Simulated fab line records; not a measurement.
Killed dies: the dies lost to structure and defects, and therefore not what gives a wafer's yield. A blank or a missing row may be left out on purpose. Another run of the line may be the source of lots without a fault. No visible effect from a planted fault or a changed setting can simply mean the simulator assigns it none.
What tool caused it?    flow berkeley cmos170    14 lots, 42 wafers sampled, at 4 steps of a route of 331

## WHAT EACH GAUGE READ, for each wafer
UCB170_PSD_CD_MEAS_06: the cd target is 1200 nm.
lot   measured      on         cd nm (nm)
L292  day 6 09:23   cd sem-02  1198.3 1198.6 1197.9
L291  day 6 09:32   cd sem-01  1200.6 1199.7 1202.1
L293  day 6 09:11   cd sem-01  1199.1 1200.0 1198.8
L295  day 7 07:25   cd sem-02  1199.4 1198.9 1200.1
L297  day 7 07:05   cd sem-01  1201.3 1200.2 1201.3
L298  day 7 17:56   cd sem-01  1198.4 1197.3 1199.1
L299  day 7 17:34   cd sem-02  1199.4 1198.7 1199.3
L302  day 8 06:47   cd sem-02  1201.7 1201.0 1200.0
L300  day 8 06:36   cd sem-02  1201.1 1202.1 1203.2
L301  day 8 06:31   cd sem-01  1199.0 1199.3 1200.1
L304  day 8 15:12   cd sem-01  1200.2 1199.8 1200.1
L305  day 9 12:01   cd sem-02  1200.5 1199.6 1201.3
L306  day 9 17:43   cd sem-01  1202.9 1200.3 1201.6
L308  day 10 05:32  cd sem-01  1198.6 1198.3 1197.0

## TOOL THAT RAN EACH LOT (tool first, then ch and the chambers of the sampled wafers, then the start)
lot   UCB170_PWELL_ETCH_14               UCB170_SCREENOX_WET_ETCH_00     UCB170_GATE_ETCH_14
L292  rie diel-04 ch 0,1,2, day 3 07:17  wet bench-01 ch 2, day 5 03:53  rie diel-01 ch 0,2, day 5 21:35
L291  rie diel-02 ch 0,1,2, day 3 07:34  wet bench-01 ch 2, day 5 03:53  rie diel-04 ch 1,2, day 5 23:22
L293  rie diel-04 ch 0,1, day 3 11:25    wet bench-01 ch 0, day 5 03:53  rie diel-03 ch 2,3, day 5 23:13
L295  rie diel-04 ch 0,2, day 4 02:14    wet bench-03 ch 0, day 5 21:07  rie diel-03 ch 0,2, day 6 20:35
L297  rie diel-02 ch 0,1,2, day 4 02:28  wet bench-03 ch 3, day 5 21:07  rie diel-01 ch 0,1,2, day 6 19:29
L298  rie diel-02 ch 0,1, day 4 14:28    wet bench-03 ch 0, day 6 08:45  rie diel-03 ch 0,3, day 7 06:09
L299  rie diel-04 ch 0,1, day 4 14:44    wet bench-03 ch 0, day 6 08:45  rie diel-01 ch 0,2, day 7 05:55
L302  rie diel-02 ch 0,2, day 4 22:18    wet bench-03 ch 0, day 6 18:13  rie diel-03 ch 1,2,3, day 7 17:14
L300  rie diel-03 ch 0,1,3, day 4 22:30  wet bench-03 ch 0, day 6 18:13  rie diel-04 ch 0,2,3, day 7 17:31
L301  rie diel-04 ch 0,2,3, day 4 22:46  wet bench-03 ch 2, day 6 18:13  rie diel-01 ch 1,3, day 7 17:22
L304  rie diel-03 ch 1,2,3, day 5 13:25  wet bench-03 ch 1, day 7 01:39  rie diel-04 ch 2,3, day 8 03:14
L305  rie diel-04 ch 0,1,2, day 5 17:58  wet bench-03 ch 1, day 7 22:41  rie diel-03 ch 0,1,3, day 9 00:43
L306  rie diel-04 ch 0,2, day 5 21:28    wet bench-03 ch 0, day 8 07:04  rie diel-03 ch 0,1, day 9 07:04
L308  rie diel-02 ch 2,3, day 6 15:26    wet bench-03 ch 0, day 8 15:56  rie diel-04 ch 0,3, day 9 17:46
- UCB170_PWELL_ETCH_14: etches Si3N4 in CH3F/Ar/O2, stops on SiO2, target depth 242 nm, time 151 s.
- UCB170_SCREENOX_WET_ETCH_00: etches SiO2 in dHF, time 200 s.
- UCB170_GATE_ETCH_14: etches BARC in N2/H2.

## WHAT THE TOOLS THEMSELVES READ (means of the sampled wafers that have a number; where no wafer has one, the mark that the record gives instead)
UCB170_PWELL_ETCH_14.
lot   tool         CH3F_flow_sccm (sccm)  drypump motor current A (A)  oes product au (a.u.)  run length s (s)  throttle valve pct (%)
L292  rie diel-04  19.98                  5.3                          0.943                  179.2             8.18
L291  rie diel-02  19.98                  5.5                          0.953                  179.1             7.95
L293  rie diel-04  20.06                  5.2                          0.947                  179.3             8.14
L295  rie diel-04  20.01                  5.6                          0.937                  179.3             8.21
L297  rie diel-02  20.02                  5.5                          0.947                  179.4             7.94
L298  rie diel-02  19.96                  5.4                          0.948                  179.1             7.95
L299  rie diel-04  20.02                  5.2                          0.951                  179.4             8.14
L302  rie diel-02  20.03                  5.5                          0.969                  179.3             7.95
L300  rie diel-03  19.94                  5.4                          0.934                  179.7             8.08
L301  rie diel-04  20.02                  5.4                          0.940                  179.4             8.18
L304  rie diel-03  20.02                  5.2                          0.938                  179.7             8.05
L305  rie diel-04  19.97                  5.3                          0.934                  179.2             8.17
L306  rie diel-04  20.02                  5.4                          0.929                  178.7             8.21
L308  rie diel-02  19.94                  5.9                          0.934                  179.6             7.99

UCB170_SCREENOX_WET_ETCH_00.
lot   tool          run length s (s)
L292  wet bench-01  224
L291  wet bench-01  225
L293  wet bench-01  227
L295  wet bench-03  227
L297  wet bench-03  227
L298  wet bench-03  226
L299  wet bench-03  226
L302  wet bench-03  226
L300  wet bench-03  226
L301  wet bench-03  227
L304  wet bench-03  225
L305  wet bench-03  226
L306  wet bench-03  248
L308  wet bench-03  255

UCB170_GATE_ETCH_14.
lot   tool         drypump motor current A (A)  oes product au (a.u.)  throttle valve pct (%)
L292  rie diel-01  5.9                          1.005                  13.31
L291  rie diel-04  5.1                          0.991                  13.39
L293  rie diel-03  5.0                          1.007                  13.27
L295  rie diel-03  5.1                          0.993                  13.22
L297  rie diel-01  6.0                          1.012                  13.29
L298  rie diel-03  5.3                          0.994                  13.33
L299  rie diel-01  5.9                          1.014                  13.31
L302  rie diel-03  5.2                          1.008                  13.33
L300  rie diel-04  5.4                          0.979                  13.44
L301  rie diel-01  6.1                          1.021                  13.25
L304  rie diel-04  5.2                          0.968                  13.42
L305  rie diel-03  5.4                          1.007                  13.39
L306  rie diel-03  5.5                          0.992                  13.39
L308  rie diel-04  5.4                          0.984                  13.43

## THE ANSWER, worked out from the rows above alone
Rule: what is usual is taken from the lots themselves. The widest of any qualifying gaps counts: lots, ordered by their means at a reading, are off when they make up no more than a third of the lots, leave a main group of 4 or more, and stand apart from it by 3 or more times the standard deviation of that group's means. Not used: any main group whose means are identical at the precision the tables above print for the reading. Also off: a lot with no number at a reading for which 4 or more lots have one. Any other lot the step has rows for is counted as sound. Order of review: gauges by route order, followed by the tools' own readings, for which a lot's mean as printed above is used. The first step at which some lot is off is used, and at that step the reading that is off furthest; a lot without a number counts as furthest.
Off, at UCB170_SCREENOX_WET_ETCH_00 on run length s: L306, L308. For the main group the mean is 226 s and the standard deviation 0.91.
A tool fits if, at that step or a process step before it, it ran every lot that is off, and no sound lot after the first of them. One fits: UCB170_SCREENOX_WET_ETCH_00 on wet bench-03. A fault onset in the window from L305 (day 7 22:41, its last sound lot) to L306 (day 8 07:04, its first lot off) fits.
The tool's own readings at UCB170_SCREENOX_WET_ETCH_00 bear it out: on the lots that are off they differ by more than 5 times the standard deviation of the sound lots' means. run length s reads 252 s there against 226 s on the sound lots.

## WHAT THE SIMULATOR HAD INSERTED
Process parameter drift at UCB170_SCREENOX_WET_ETCH_00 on wet bench-03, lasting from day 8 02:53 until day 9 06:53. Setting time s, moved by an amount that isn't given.
Shown lots that were struck: L306, L308. The rule above reached the same finding.
